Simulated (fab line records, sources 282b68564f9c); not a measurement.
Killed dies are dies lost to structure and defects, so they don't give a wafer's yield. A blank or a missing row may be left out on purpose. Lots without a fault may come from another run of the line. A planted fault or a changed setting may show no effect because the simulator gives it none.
fab line records | flow rit_cmos
record lots=5 wafers=15 last_day=5
route steps=202 shown NSD@136 PSD@142 SDANNEAL@153 PLDD@159 NLDD@160 SILICIDE@161 CONTACT@168
lots that met no fault: from a run of the same line without faults
start_h: hours from the record's first day to the start of the lot's first wafer shown | wait_h: hours since the lot's step before | " the same as in the row above | L1.1+2: a row that stands for several wafers | - no value, or no start given | * or withheld: withheld | < > ~ a bound
route shown NAME@n: a module of which the file shows steps, and the number in the route of the first | usual: mean/standard deviation of fault-free wafers | same: alike in all rows | chamber/n: place in a boat | sites: the reading at each site | _std_site: their standard deviation | _edge_site: outer sites' mean less inner sites' | radius_mm: how far each site lies from the wafer's centre | mask NAME#n: copy n | behind: the tool/chamber that last shaped the wafer | hold: why the lot was held/for how many hours/how that ended | device: the transistor (n, p or np) that didn't switch | end of line: the same wafers' tests at the end of the route | a step without rows: its recipe alone | killed: dies lost to structure and defects at the first sort, not the wafer's yield | map: a wafer's dies, x killed, . not, _ none there
set.NAME: the setting as run; set.NAME@STEP: as run at that earlier step | model.NAME: the simulator's own value behind a step, which no gauge read
lots at some steps of the route; a table a step, a row a wafer
services: from which hour (start_h, from the record's first day; less than 0 if before it) a tool's chamber was out of use, for how many hours, and why
## steps
# step RIT_NSD_DEVELOP_05
# recipe resist=NOVOLAK develop_time_s=50 dev_temp_c=23
# usual developer_temp_C=22.99/0.12
# columns lot.wafer tool chamber start_h wait_h developer_temp_C
L077.2 litho_track-03 0 - - 23.09
L077.4 " 0 " " 22.94
L077.5 " 0 " " 23.04
L081.1 litho_track-01 0 - - 22.94
L081.5 " 0 " " 22.93
L081.6 " 0 " " 23.07
L082.1 litho_track-03 0 - - 23.00
L082.2 " 0 " " 23.10
L082.6 " 0 " " 22.87
L084.2 litho_track-04 0 - - 23.10
L084.4 " 0 " " 23.03
L084.5 " 0 " " 23.13
L083.1 litho_track-01 0 - - 22.92
L083.2 " 0 " " 22.86
L083.5 " 0 " " 22.89
# step RIT_NSD_OVL_MEAS_06
# usual NSD_OVL=-0.5/1.5
# columns lot.wafer tool chamber start_h wait_h NSD_OVL[nm]
L077.2 overlay-01 - 65.53 - -0.7
L077.4 " - " " 1.6
L077.5 " - " " 1.7
L081.1 overlay-02 - 88.20 - -2.5
L081.5 " - " " -1.6
L081.6 " - " " 0.0
L082.1 overlay-02 - 98.08 - -1.7
L082.2 " - " " -2.8
L082.6 " - " " -1.1
L084.2 overlay-02 - 104.23 - -2.1
L084.4 " - " " -1.0
L084.5 " - " " 0.2
L083.1 overlay-02 - 106.75 - -2.0
L083.2 " - " " -1.6
L083.5 " - " " -3.0
# step RIT_NSD_HARDBAKE_07
# recipe resist=NOVOLAK temp_c=140 time_s=60
# columns lot.wafer tool chamber start_h wait_h
L077.2+4+5 litho_track-01 0 65.58 0.0
L081.1+5+6 litho_track-03 0 88.24 0.0
L082.1+2+6 litho_track-03 0 98.23 0.1
L084.2+4+5 litho_track-03 0 104.29 0.0
L083.1+2+5 litho_track-01 0 106.78 0.0
# step RIT_NSD_IMPLANT_08
# recipe species=P energy_kev=25 dose_cm2=1e+15 tilt_deg=7
# columns lot.wafer tool chamber start_h wait_h
L077.2+4+5 implanter-04 0 65.73 0.1
L081.1+5+6 implanter-04 0 88.39 0.1
L082.1+2+6 implanter-04 0 98.38 0.1
L084.2+4+5 implanter-01 0 104.44 0.1
L083.1+2+5 implanter-01 0 106.93 0.1
# step RIT_NSD_STRIP_09
# recipe chemistry=O2 time_s=180 resist=NOVOLAK platen_temp_c=withheld power_w=500 pressure_mtorr=4000 o2_flow_sccm=4000
# usual drypump_motor_current_A=5.80/0.26
# columns lot.wafer tool chamber start_h wait_h drypump_motor_current_A rf_hours_counter_h
L077.2 plasma_asher-02 1 65.86 0.1 5.90 43
L077.4 " 0 " " 6.16 -
L077.5 " 0 " " 6.18 -
L081.1 plasma_asher-04 0 88.54 0.1 5.42 43
L081.5 " 0 " " 5.41 -
L081.6 " 1 " " 5.62 -
L082.1 plasma_asher-01 1 98.53 0.1 5.55 44
L082.2 " 0 " " 6.05 44
L082.6 " 1 " " 5.57 -
L084.2 plasma_asher-02 0 104.56 0.1 6.11 47
L084.4 " 1 " " 5.91 -
L084.5 " 1 " " 5.91 -
L083.1 plasma_asher-02 1 107.08 0.1 5.91 47
L083.2 " 0 " " 6.17 47
L083.5 " 1 " " 5.90 -
# step RIT_NSD_TW_MEAS_10
# usual NSD_TW=3109/31
# columns lot.wafer tool chamber start_h wait_h NSD_TW
L077.2 film_metro-02 - 66.04 0.1 3090
L077.4 " - " " 3110
L077.5 " - " " 3070
L081.1 film_metro-02 - 88.71 0.1 3081
L081.5 " - " " 3099
L081.6 " - " " 3092
L082.1 film_metro-01 - 98.71 0.1 3150
L082.2 " - " " 3140
L082.6 " - " " 3131
L084.2 film_metro-02 - 104.75 0.1 3111
L084.4 " - " " 3091
L084.5 " - " " 3100
L083.1 film_metro-02 - 107.26 0.1 3089
L083.2 " - " " 3105
L083.5 " - " " 3093
# step RIT_PSD_HMDS_00
# recipe prime_time_s=60 prime_temp_c=140
# columns lot.wafer tool chamber start_h wait_h
L077.2+4+5 litho_track-01 0 66.12 0.1
L081.1+5+6 litho_track-01 0 88.84 0.1
L082.1+2+6 litho_track-02 0 98.77 0.1
L084.2+4+5 litho_track-01 0 104.82 0.1
L083.1+2+5 litho_track-01 0 107.32 0.1
# step RIT_PSD_COAT_01
# recipe resist=NOVOLAK spin_rpm=3250 resist_thk_nm=1000
# columns lot.wafer tool chamber start_h wait_h
L077.2+4+5 litho_track-01 0 66.27 0.1
L081.1+5+6 litho_track-01 0 88.99 0.1
L082.1+2+6 litho_track-02 0 98.92 0.1
L084.2+4+5 litho_track-01 0 104.97 0.1
L083.1+2+5 litho_track-01 0 107.47 0.1
# step RIT_PSD_SOFTBAKE_02
# recipe resist=NOVOLAK temp_c=90 time_s=60
# columns lot.wafer tool chamber start_h wait_h
L077.2+4+5 litho_track-01 0 66.42 0.1
L081.1+5+6 litho_track-01 0 89.14 0.1
L082.1+2+6 litho_track-02 0 99.07 0.1
L084.2+4+5 litho_track-01 0 105.12 0.1
L083.1+2+5 litho_track-01 0 107.62 0.1
# step RIT_PSD_EXPOSE_03
# recipe mask_id=M10 na=0.57 target_cd_nm=40900 dose_mj=250
# columns lot.wafer tool chamber start_h wait_h mask
L077.2+4+5 iline_stepper-01 0 66.69 0.2 M10#0
L081.1+5+6 iline_stepper-02 0 89.29 0.1 M10#0
L082.1+2+6 iline_stepper-02 0 99.22 0.1 M10#0
L084.2+4+5 iline_stepper-01 0 105.39 0.2 M10#0
L083.1+2+5 iline_stepper-02 0 107.89 0.2 M10#0
# step RIT_PSD_PEB_04
# recipe resist=NOVOLAK temp_c=withheld time_s=withheld
# columns lot.wafer tool chamber start_h wait_h
L077.2+4+5 litho_track-02 0 66.81 0.1
L081.1+5+6 litho_track-02 0 89.40 0.1
L082.1+2+6 litho_track-01 0 99.34 0.1
L084.2+4+5 litho_track-03 0 105.52 0.1
L083.1+2+5 litho_track-01 0 108.01 0.1
# step RIT_PSD_DEVELOP_05
# recipe resist=NOVOLAK develop_time_s=50 dev_temp_c=23
# usual developer_temp_C=23.01/0.1
# columns lot.wafer tool chamber start_h wait_h developer_temp_C
L077.2 litho_track-02 0 - - 23.13
L077.4 " 0 " " 22.99
L077.5 " 0 " " 22.94
L081.1 litho_track-02 0 - - 23.01
L081.5 " 0 " " 22.91
L081.6 " 0 " " 23.03
L082.1 litho_track-01 0 - - 23.14
L082.2 " 0 " " 22.97
L082.6 " 0 " " 23.06
L084.2 litho_track-03 0 - - 22.94
L084.4 " 0 " " 23.08
L084.5 " 0 " " 23.06
L083.1 litho_track-01 0 - - 23.09
L083.2 " 0 " " 22.98
L083.5 " 0 " " 23.01
# step RIT_PSD_OVL_MEAS_06
# usual PSD_OVL=-0.6/1.2
# columns lot.wafer tool chamber start_h wait_h PSD_OVL[nm]
L077.2 overlay-02 - 67.08 - 0.7
L077.4 " - " " -0.5
L077.5 " - " " -0.4
L081.1 overlay-01 - 89.68 - -0.8
L081.5 " - " " -1.8
L081.6 " - " " 0.1
L082.1 overlay-01 - 99.62 - -0.9
L082.2 " - " " -2.2
L082.6 " - " " -2.9
L084.2 overlay-01 - 105.78 - -1.6
L084.4 " - " " -1.2
L084.5 " - " " -0.3
L083.1 overlay-02 - 108.29 - -0.6
L083.2 " - " " 0.3
L083.5 " - " " 1.4
# step RIT_PSD_HARDBAKE_07
# recipe resist=NOVOLAK temp_c=140 time_s=60
# columns lot.wafer tool chamber start_h wait_h
L077.2+4+5 litho_track-01 0 67.13 0.0
L081.1+5+6 litho_track-02 0 89.72 0.0
L082.1+2+6 litho_track-02 0 99.66 0.0
L084.2+4+5 litho_track-01 0 105.92 0.1
L083.1+2+5 litho_track-03 0 108.33 0.0
# step RIT_PSD_IMPLANT_08
# recipe species=BF2 energy_kev=27 dose_cm2=5e+15 tilt_deg=7
# columns lot.wafer tool chamber start_h wait_h
L077.2+4+5 implanter-02 0 67.28 0.1
L081.1+5+6 implanter-02 0 89.87 0.1
L082.1+2+6 implanter-03 0 99.81 0.1
L084.2+4+5 implanter-03 0 106.07 0.1
L083.1+2+5 implanter-03 0 108.48 0.1
# step RIT_PSD_STRIP_09
# recipe chemistry=O2 time_s=180 resist=NOVOLAK platen_temp_c=withheld power_w=500 pressure_mtorr=4000 o2_flow_sccm=4000
# usual drypump_motor_current_A=5.87/0.27
# columns lot.wafer tool chamber start_h wait_h drypump_motor_current_A rf_hours_counter_h
L077.2 plasma_asher-02 0 67.41 0.1 6.20 43
L077.4 " 1 " " 5.90 -
L077.5 " 0 " " 6.18 -
L081.1 plasma_asher-02 0 90.02 0.1 6.13 45
L081.5 " 1 " " 5.92 -
L081.6 " 0 " " 6.14 -
L082.1 plasma_asher-01 1 99.96 0.1 5.56 44
L082.2 " 0 " " 6.02 44
L082.6 " 1 " " 5.56 -
L084.2 plasma_asher-01 1 106.19 0.1 5.58 45
L084.4 " 1 " " 5.58 -
L084.5 " 1 " " 5.56 -
L083.1 plasma_asher-02 1 108.63 0.1 5.91 47
L083.2 " 0 " " 6.18 47
L083.5 " 0 " " 6.19 -
# step RIT_PSD_TW_MEAS_10
# usual PSD_TW=3413/33
# columns lot.wafer tool chamber start_h wait_h PSD_TW
L077.2 film_metro-03 - 67.59 0.1 3376
L077.4 " - " " 3401
L077.5 " - " " 3376
L081.1 film_metro-03 - 90.20 0.1 3388
L081.5 " - " " 3376
L081.6 " - " " 3368
L082.1 film_metro-03 - 100.13 0.1 3366
L082.2 " - " " 3366
L082.6 " - " " 3382
L084.2 film_metro-03 - 106.38 0.1 3386
L084.4 " - " " 3386
L084.5 " - " " 3358
L083.1 film_metro-02 - 108.81 0.1 3412
L083.2 " - " " 3412
L083.5 " - " " 3416
# step RIT_SDANNEAL_CLEAN_00
# recipe chemistry=SC1 mix=3:3:50 time_s=600 temp_c=75
# columns lot.wafer tool chamber start_h wait_h
L077.2+4+5 wet_bench-02 3 67.64 0.0
L081.1+5+6 wet_bench-01 2 90.26 0.1
L082.1+2+6 wet_bench-03 2 100.19 0.1
L084.2+4+5 wet_bench-02 1 106.43 0.0
L083.1+2+5 wet_bench-02 3 108.87 0.1
# step RIT_SDANNEAL_CLEAN_01
# recipe chemistry=dHF dilution=50:1 time_s=30
# columns lot.wafer tool chamber start_h wait_h
L077.2+4+5 wet_bench-01 2 67.82 0.0
L081.1+5+6 wet_bench-02 0 90.43 0.0
L082.1+2+6 wet_bench-01 2 100.38 0.0
L084.2+4+5 wet_bench-03 0 106.60 0.0
L083.1+2+5 wet_bench-03 1 109.04 0.0
# step RIT_SDANNEAL_CLEAN_02
# recipe chemistry=SC2 mix=3:3:50 time_s=600 temp_c=75 dry=n2_spin
# columns lot.wafer tool chamber start_h wait_h
L077.2+4+5 wet_bench-03 2 67.95 0.0
L081.1+5+6 wet_bench-01 3 90.45 0.0
L082.1+2+6 wet_bench-02 3 100.40 0.0
L084.2+4+5 wet_bench-01 2 106.62 0.0
L083.1+2+5 wet_bench-01 2 109.06 0.0
# step RIT_SDANNEAL_RTA_03
# recipe temp_c=1050 time_s=5 idle_temp_c=600 ramp_up_c_per_s=342 ramp_down_c_per_s=171 cool_to_c=600 ambient=N2
# usual ramp_down_c_per_s=171.00/0.032 ramp_up_c_per_s=342.01/0.062 wafer_temp_C_max=1053.5/1.3
# columns lot.wafer tool chamber start_h wait_h ramp_down_c_per_s ramp_up_c_per_s wafer_temp_C_max
L077.2 rtp_anneal-01 0 68.14 0.0 171.03 341.93 1055.5
L077.4 " 0 " " 170.99 342.01 1055.4
L077.5 " 0 " " 170.99 341.96 1050.5
L081.1 rtp_anneal-01 0 90.62 0.0 170.93 342.16 1052.5
L081.5 " 0 " " 171.03 342.04 1055.0
L081.6 " 0 " " 170.92 341.96 1052.5
L082.1 rtp_anneal-02 0 100.57 0.0 171.03 341.97 1053.7
L082.2 " 0 " " 171.01 341.96 1055.4
L082.6 " 0 " " 170.98 341.99 1053.0
L084.2 rtp_anneal-01 0 106.84 0.0 170.94 341.96 1053.0
L084.4 " 0 " " 170.96 342.02 1054.6
L084.5 " 0 " " 171.02 342.11 1055.7
L083.1 rtp_anneal-02 0 109.27 0.0 171.00 342.04 1052.3
L083.2 " 0 " " 170.93 342.00 1052.2
L083.5 " 0 " " 171.02 342.01 1052.1
# step RIT_SDANNEAL_RS_MEAS_04
# recipe thk_meas_gauge=four-point-probe
# usual PSD_RS=115.89/0.28
# columns lot.wafer tool chamber start_h wait_h PSD_RS[ohm/sq]
L077.2 film_metro-02 - 68.26 0.1 115.40
L077.4 " - " " 115.49
L077.5 " - " " 115.56
L081.1 film_metro-03 - 90.68 0.0 115.73
L081.5 " - " " 115.69
L081.6 " - " " 115.45
L082.1 film_metro-02 - 100.63 0.0 116.00
L082.2 " - " " 115.66
L082.6 " - " " 116.15
L084.2 film_metro-01 - 106.91 0.1 115.89
L084.4 " - " " 116.60
L084.5 " - " " 116.20
L083.1 film_metro-03 - 109.33 0.0 116.36
L083.2 " - " " 116.13
L083.5 " - " " 116.07
# step RIT_SDANNEAL_RS_MEAS_05
# recipe thk_meas_gauge=four-point-probe
# usual NSD_RS=84.5/0.32
# columns lot.wafer tool chamber start_h wait_h NSD_RS[ohm/sq]
L077.2 film_metro-02 - 68.38 0.1 84.6
L077.4 " - " " 84.5
L077.5 " - " " 84.8
L081.1 film_metro-03 - 90.80 0.1 84.9
L081.5 " - " " 84.9
L081.6 " - " " 84.9
L082.1 film_metro-02 - 100.75 0.1 84.4
L082.2 " - " " 84.7
L082.6 " - " " 84.3
L084.2 film_metro-01 - 107.03 0.1 84.5
L084.4 " - " " 84.9
L084.5 " - " " 84.9
L083.1 film_metro-03 - 109.45 0.1 84.5
L083.2 " - " " 84.2
L083.5 " - " " 84.6
# step RIT_SDANNEAL_RS_MEAS_06
# recipe thk_meas_gauge=four-point-probe
# usual PLDD_RS=178.6/0.46
# columns lot.wafer tool chamber start_h wait_h PLDD_RS[ohm/sq]
L077.2 film_metro-02 - 68.50 0.1 177.9
L077.4 " - " " 177.8
L077.5 " - " " 177.7
L081.1 film_metro-03 - 90.92 0.1 178.5
L081.5 " - " " 178.7
L081.6 " - " " 178.0
L082.1 film_metro-02 - 100.87 0.1 178.7
L082.2 " - " " 178.6
L082.6 " - " " 178.8
L084.2 film_metro-01 - 107.15 0.1 178.4
L084.4 " - " " 178.8
L084.5 " - " " 178.7
L083.1 film_metro-03 - 109.57 0.1 178.7
L083.2 " - " " 179.2
L083.5 " - " " 179.2
# step RIT_SDANNEAL_RS_MEAS_07
# recipe thk_meas_gauge=four-point-probe
# usual NLDD_RS=151.5/0.54
# columns lot.wafer tool chamber start_h wait_h NLDD_RS[ohm/sq]
L077.2 film_metro-02 - 68.62 0.1 151.5
L077.4 " - " " 150.9
L077.5 " - " " 151.1
L081.1 film_metro-03 - 91.04 0.1 151.3
L081.5 " - " " 151.9
L081.6 " - " " 151.3
L082.1 film_metro-02 - 100.99 0.1 151.5
L082.2 " - " " 151.6
L082.6 " - " " 151.5
L084.2 film_metro-01 - 107.27 0.1 151.6
L084.4 " - " " 151.6
L084.5 " - " " 151.8
L083.1 film_metro-03 - 109.69 0.1 151.5
L083.2 " - " " 151.4
L083.5 " - " " 151.3
# step RIT_SILICIDE_WET_ETCH_00
# recipe chemistry=BOE target=SiO2 target_depth_nm=14 time_s=15 dry=n2_spin dilution=10:1 temp_c=21.5
# columns lot.wafer tool chamber start_h wait_h
L077.2+4+5 wet_bench-04 2 68.72 0.1
L081.1+5+6 wet_bench-03 1 91.16 0.1
L082.1+2+6 wet_bench-03 2 101.11 0.1
L084.2+4+5 wet_bench-01 2 107.37 0.1
L083.1+2+5 wet_bench-03 0 109.81 0.1
# step RIT_SILICIDE_SPUTTER_01
# recipe material=Ti target_thk_nm=30 power_w=350 chamber_pressure_pa=0.667 gas=Ar time_s=240 substrate_temp_c=25
# usual throttle_valve_pct=29.7/1.1
# columns lot.wafer tool chamber start_h wait_h throttle_valve_pct
L077.2 pvd_sputter-01 - 68.73 0.0 30.4
L077.4 " - " " 30.0
L077.5 " - " " 30.4
L081.1 pvd_sputter-04 - 91.18 0.0 31.2
L081.5 " - " " 28.1
L081.6 " - " " 28.4
L082.1 pvd_sputter-01 - 101.13 0.0 29.9
L082.2 " - " " 30.1
L082.6 " - " " 30.2
L084.2 pvd_sputter-04 - 107.38 0.0 31.1
L084.4 " - " " 28.6
L084.5 " - " " 28.4
L083.1 pvd_sputter-03 - 109.82 0.0 29.1
L083.2 " - " " 31.2
L083.5 " - " " 29.1
# step RIT_SILICIDE_RS_MEAS_02
# recipe thk_meas_gauge=four-point-probe reads=Ti_of_SILICIDE_SPUTTER_01
# usual SILICIDE_TI_RS=47.7/0.43
# columns lot.wafer tool chamber start_h wait_h SILICIDE_TI_RS[ohm/sq]
L077.2 film_metro-03 - 68.90 0.1 48.0
L077.4 " - " " 48.3
L077.5 " - " " 48.0
L081.1 film_metro-04 - 91.33 0.1 46.9
L081.5 " - " " 47.3
L081.6 " - " " 47.8
L082.1 film_metro-04 - 101.28 0.1 47.1
L082.2 " - " " 47.9
L082.6 " - " " 47.9
L084.2 film_metro-03 - 107.55 0.1 47.6
L084.4 " - " " 48.0
L084.5 " - " " 47.8
L083.1 film_metro-04 - 109.97 0.1 47.3
L083.2 " - " " 48.1
L083.5 " - " " 47.5
# step RIT_SILICIDE_THK_MEAS_03
# recipe thk_meas_gauge=xrf reads=Ti_of_SILICIDE_SPUTTER_01
# usual SILICIDE_TI_THK=30.5/0.32
# columns lot.wafer tool chamber start_h wait_h SILICIDE_TI_THK[nm]
L077.2 film_metro-03 - 69.01 0.1 30.0
L077.4 " - " " 29.9
L077.5 " - " " 30.2
L081.1 film_metro-04 - 91.45 0.1 31.2
L081.5 " - " " 31.0
L081.6 " - " " 30.7
L082.1 film_metro-04 - 101.40 0.1 31.1
L082.2 " - " " 30.7
L082.6 " - " " 30.6
L084.2 film_metro-03 - 107.66 0.1 30.3
L084.4 " - " " 30.1
L084.5 " - " " 30.0
L083.1 film_metro-04 - 110.09 0.1 31.1
L083.2 " - " " 30.6
L083.5 " - " " 30.9
# step RIT_SILICIDE_RTA_04
# recipe temp_c=650 time_s=10 idle_temp_c=25 ramp_up_s=5 ramp_down_s=5 cool_to_c=25 ambient=N2
# usual wafer_temp_C_max=652.8/1.1
# columns lot.wafer tool chamber start_h wait_h wafer_temp_C_max
L077.2 rtp_anneal-02 0 69.07 0.1 654.8
L077.4 " 0 " " 653.5
L077.5 " 0 " " 653.6
L081.1 rtp_anneal-02 0 91.51 0.1 653.3
L081.5 " 0 " " 652.6
L081.6 " 0 " " 653.6
L082.1 rtp_anneal-01 0 101.46 0.1 652.3
L082.2 " 0 " " 652.2
L082.6 " 0 " " 651.5
L084.2 rtp_anneal-02 0 107.72 0.1 654.2
L084.4 " 0 " " 652.5
L084.5 " 0 " " 653.0
L083.1 rtp_anneal-01 0 110.15 0.1 651.8
L083.2 " 0 " " 651.7
L083.5 " 0 " " 652.6
# step RIT_SILICIDE_WET_ETCH_05
# recipe chemistry=SPM target=Ti temp_c=90 time_s=120 dry=n2_spin
# columns lot.wafer tool chamber start_h wait_h
L077.2+4+5 wet_bench-01 0 69.13 0.0
L081.1+5+6 wet_bench-01 0 91.57 0.1
L082.1+2+6 wet_bench-01 2 101.52 0.1
L084.2+4+5 wet_bench-04 0 107.78 0.0
L083.1+2+5 wet_bench-01 2 110.22 0.1
# step RIT_SILICIDE_RTA_06
# recipe temp_c=750 time_s=10 idle_temp_c=25 ramp_up_s=5 ramp_down_s=10 cool_to_c=25 ambient=N2
# usual wafer_temp_C_max=753.3/1.2
# columns lot.wafer tool chamber start_h wait_h wafer_temp_C_max
L077.2 rtp_anneal-01 0 69.49 0.0 751.8
L077.4 " 0 " " 752.0
L077.5 " 0 " " 752.1
L081.1 rtp_anneal-01 0 91.61 0.0 751.6
L081.5 " 0 " " 752.2
L081.6 " 0 " " 751.7
L082.1 rtp_anneal-02 0 101.57 0.0 754.0
L082.2 " 0 " " 753.6
L082.6 " 0 " " 754.3
L084.2 rtp_anneal-01 0 107.88 0.0 752.4
L084.4 " 0 " " 752.7
L084.5 " 0 " " 752.4
L083.1 rtp_anneal-02 0 110.27 0.0 753.8
L083.2 " 0 " " 754.2
L083.5 " 0 " " 753.7
# step RIT_CONTACT_CVD_00
# recipe material=SiO2 target_thk_nm=400 precursor=TEOS temp_c=390 time_s=61 rf_w=400
# usual heater_power_w=323/40
# columns lot.wafer tool chamber start_h wait_h heater_power_w
L077.2 pecvd-04 0 69.60 0.1 345
L077.4 " 0 " " 357
L077.5 " 1 " " 317
L081.1 pecvd-02 2 91.68 0.1 224
L081.5 " 1 " " 377
L081.6 " 2 " " 246
L082.1 pecvd-03 1 101.64 0.1 295
L082.2 " 0 " " 283
L082.6 " 1 " " 303
L084.2 pecvd-04 1 107.93 0.0 330
L084.4 " 2 " " 331
L084.5 " 1 " " 335
L083.1 pecvd-02 0 110.33 0.1 332
L083.2 " 1 " " 320
L083.5 " 1 " " 347
# step RIT_CONTACT_THK_MEAS_01
# recipe reads=SiO2_of_CONTACT_CVD_00
# usual CONTACT_TEOS_THK=400/5.1
# columns lot.wafer tool chamber start_h wait_h CONTACT_TEOS_THK[nm]
L077.2 film_metro-02 - 69.66 0.0 401
L077.4 " - " " 404
L077.5 " - " " 400
L081.1 film_metro-01 - 91.73 0.0 396
L081.5 " - " " 406
L081.6 " - " " 401
L082.1 film_metro-04 - 101.69 0.0 406
L082.2 " - " " 401
L082.6 " - " " 410
L084.2 film_metro-04 - 107.99 0.0 403
L084.4 " - " " 408
L084.5 " - " " 402
L083.1 film_metro-02 - 110.38 0.0 388
L083.2 " - " " 393
L083.5 " - " " 399
# step RIT_CONTACT_HMDS_02
# recipe prime_time_s=60 prime_temp_c=140
# columns lot.wafer tool chamber start_h wait_h
L077.2+4+5 litho_track-04 0 69.73 0.1
L081.1+5+6 litho_track-04 0 91.79 0.1
L082.1+2+6 litho_track-04 0 101.75 0.1
L084.2+4+5 litho_track-02 0 108.07 0.1
L083.1+2+5 litho_track-02 0 110.63 0.2
# step RIT_CONTACT_COAT_03
# recipe resist=NOVOLAK spin_rpm=3250 resist_thk_nm=1000
# columns lot.wafer tool chamber start_h wait_h
L077.2+4+5 litho_track-04 0 69.88 0.1
L081.1+5+6 litho_track-04 0 91.94 0.1
L082.1+2+6 litho_track-04 0 101.90 0.1
L084.2+4+5 litho_track-02 0 108.22 0.1
L083.1+2+5 litho_track-02 0 110.78 0.1
# step RIT_CONTACT_SOFTBAKE_04
# recipe resist=NOVOLAK temp_c=90 time_s=60
# columns lot.wafer tool chamber start_h wait_h
L077.2+4+5 litho_track-04 0 70.03 0.1
L081.1+5+6 litho_track-04 0 92.09 0.1
L082.1+2+6 litho_track-04 0 102.05 0.1
L084.2+4+5 litho_track-02 0 108.37 0.1
L083.1+2+5 litho_track-02 0 110.93 0.1
# step RIT_CONTACT_EXPOSE_05
# recipe mask_id=M11 na=0.6 source_shape=conventional sigma_outer=0.5 target_cd_nm=1000 dose_mj=250
# columns lot.wafer tool chamber start_h wait_h mask
L077.2+4+5 iline_stepper-01 0 70.30 0.2 M11#0
L081.1+5+6 iline_stepper-02 0 92.37 0.2 M11#0
L082.1+2+6 iline_stepper-01 0 102.43 0.4 M11#0
L084.2+4+5 iline_stepper-02 0 108.71 0.3 M11#0
L083.1+2+5 iline_stepper-02 0 111.08 0.1 M11#0
# step RIT_CONTACT_PEB_06
# recipe resist=NOVOLAK temp_c=withheld time_s=withheld
# columns lot.wafer tool chamber start_h wait_h
L077.2+4+5 litho_track-01 0 70.42 0.1
L081.1+5+6 litho_track-02 0 92.48 0.1
L082.1+2+6 litho_track-04 0 102.55 0.1
L084.2+4+5 litho_track-02 0 108.83 0.1
L083.1+2+5 litho_track-01 0 111.20 0.1
# step RIT_CONTACT_DEVELOP_07
# recipe resist=NOVOLAK develop_time_s=120 dev_temp_c=23
# usual developer_temp_C=23.00/0.11
# columns lot.wafer tool chamber start_h wait_h developer_temp_C
L077.2 litho_track-01 0 - - 23.02
L077.4 " 0 " " 22.99
L077.5 " 0 " " 23.08
L081.1 litho_track-02 0 - - 23.07
L081.5 " 0 " " 23.14
L081.6 " 0 " " 23.10
L082.1 litho_track-04 0 - - 22.86
L082.2 " 0 " " 22.94
L082.6 " 0 " " 22.97
L084.2 litho_track-02 0 - - 23.24
L084.4 " 0 " " 22.98
L084.5 " 0 " " 23.05
L083.1 litho_track-01 0 - - 23.14
L083.2 " 0 " " 22.80
L083.5 " 0 " " 22.78
# step RIT_CONTACT_CD_MEAS_08
# recipe target_cd_nm=1000
# usual cd_nm=999.5/2.2
# columns lot.wafer tool chamber start_h wait_h cd_nm
L077.2 cd_sem-01 - 70.82 - 999.5
L077.4 " - " " 998.9
L077.5 " - " " 1000.2
L081.1 cd_sem-02 - 92.88 - 995.2
L081.5 " - " " 997.3
L081.6 " - " " 999.7
L082.1 cd_sem-01 - 102.95 - 999.9
L082.2 " - " " 1000.7
L082.6 " - " " 999.3
L084.2 cd_sem-01 - 109.23 - 998.6
L084.4 " - " " 998.3
L084.5 " - " " 1000.6
L083.1 cd_sem-02 - 111.60 - 999.5
L083.2 " - " " 1000.6
L083.5 " - " " 1002.2
# step RIT_CONTACT_OVL_MEAS_09
# usual CONTACT_OVL=-0.2/1.5
# columns lot.wafer tool chamber start_h wait_h CONTACT_OVL[nm]
L077.2 overlay-02 - 70.92 0.1 -1.5
L077.4 " - " " -1.0
L077.5 " - " " -0.1
L081.1 overlay-02 - 93.00 0.1 -0.8
L081.5 " - " " -1.4
L081.6 " - " " 0.2
L082.1 overlay-01 - 103.07 0.1 0.1
L082.2 " - " " 1.2
L082.6 " - " " 0.4
L084.2 overlay-01 - 109.34 0.1 2.4
L084.4 " - " " 0.7
L084.5 " - " " 1.3
L083.1 overlay-02 - 111.72 0.1 -0.7
L083.2 " - " " 1.5
L083.5 " - " " 1.4
# step RIT_CONTACT_HARDBAKE_10
# recipe resist=NOVOLAK temp_c=140 time_s=60
# columns lot.wafer tool chamber start_h wait_h
L077.2+4+5 litho_track-04 0 70.98 0.0
L081.1+5+6 litho_track-04 0 93.04 0.0
L082.1+2+6 litho_track-02 0 103.11 0.0
L084.2+4+5 litho_track-02 0 109.39 0.0
L083.1+2+5 litho_track-04 0 111.76 0.0
# step RIT_CONTACT_ETCH_11
# recipe target_depth_a=4800 over_etch_frac=0.2 stop_on=TiSi2 chemistry=CHF3/CF4/Ar target=SiO2 CHF3_flow_sccm=50 cf4_flow_sccm=10 Ar_flow_sccm=100 O2_flow_sccm=5 pressure_mtorr=100 rf_w=200 time_s=320
# usual drypump_motor_current_A=6.0/0.49 mfc_ar_sccm=100.0/0.32 oes_product_au=0.991/0.016 throttle_valve_pct=8.93/0.13
# columns lot.wafer tool chamber start_h wait_h drypump_motor_current_A mfc_ar_sccm oes_product_au rf_hours_counter_h throttle_valve_pct
L077.2 rie_diel-03 3 71.10 0.1 6.5 99.6 0.991 110 8.94
L077.4 " 2 " " 5.4 100.7 0.973 3 9.18
L077.5 " 1 " " 6.2 100.3 0.998 - 8.91
L081.1 rie_diel-02 3 93.19 0.1 6.1 99.5 1.020 106 8.99
L081.5 " 3 " " 6.1 99.9 1.028 - 8.98
L081.6 " 2 " " 5.3 100.4 1.002 - 9.04
L082.1 rie_diel-04 2 103.26 0.1 6.6 99.5 1.009 31 8.78
L082.2 " 1 " " 6.7 101.0 0.978 66 8.87
L082.6 " 3 " " 5.5 100.4 0.962 - 8.80
L084.2 rie_diel-04 1 109.52 0.1 6.7 100.1 0.977 66 8.86
L084.4 " 2 " " 6.6 99.8 1.003 - 8.80
L084.5 " 1 " " 6.7 100.2 0.975 - 8.88
L083.1 rie_diel-02 3 111.91 0.1 6.1 99.7 1.018 106 8.97
L083.2 " 1 " " 6.1 100.3 1.011 152 8.75
L083.5 " 2 " " 5.3 100.1 0.998 - 9.04
## services
# columns tool chamber start_h hours kind
plasma_asher-01 - 43.43 1.2 repair
rie_diel-04 3 46.71 8.7 repair
plasma_asher-04 - 49.04 2.8 pm
pvd_sputter-01 - 53.00 2.6 repair
pecvd-04 - 55.69 0.6 repair
implanter-02 - 65.25 1.1 repair
pecvd-02 2 66.82 4.9 repair
pvd_sputter-03 - 68.93 4.9 repair
pecvd-04 - 72.54 0.9 repair
pecvd-03 1 72.83 14.6 repair
iline_stepper-01 - 77.36 6.5 repair
plasma_asher-04 - 85.90 2.0 repair
pvd_sputter-03 - 87.88 5.0 repair
plasma_asher-04 - 89.52 2.1 repair
rie_diel-02 - 92.53 0.3 repair
rie_diel-02 2 95.01 11.4 repair
iline_stepper-01 0 99.70 - calibration
rie_diel-03 3 101.35 5.6 repair
rie_diel-03 0 104.54 33.8 repair
iline_stepper-01 - 107.67 1.7 pm
plasma_asher-01 - 108.75 9.0 pm
plasma_asher-01 0 108.75 9.0 vent_cycle
plasma_asher-01 1 108.75 9.0 vent_cycle
implanter-01 - 111.06 7.1 pm
## key
fault none
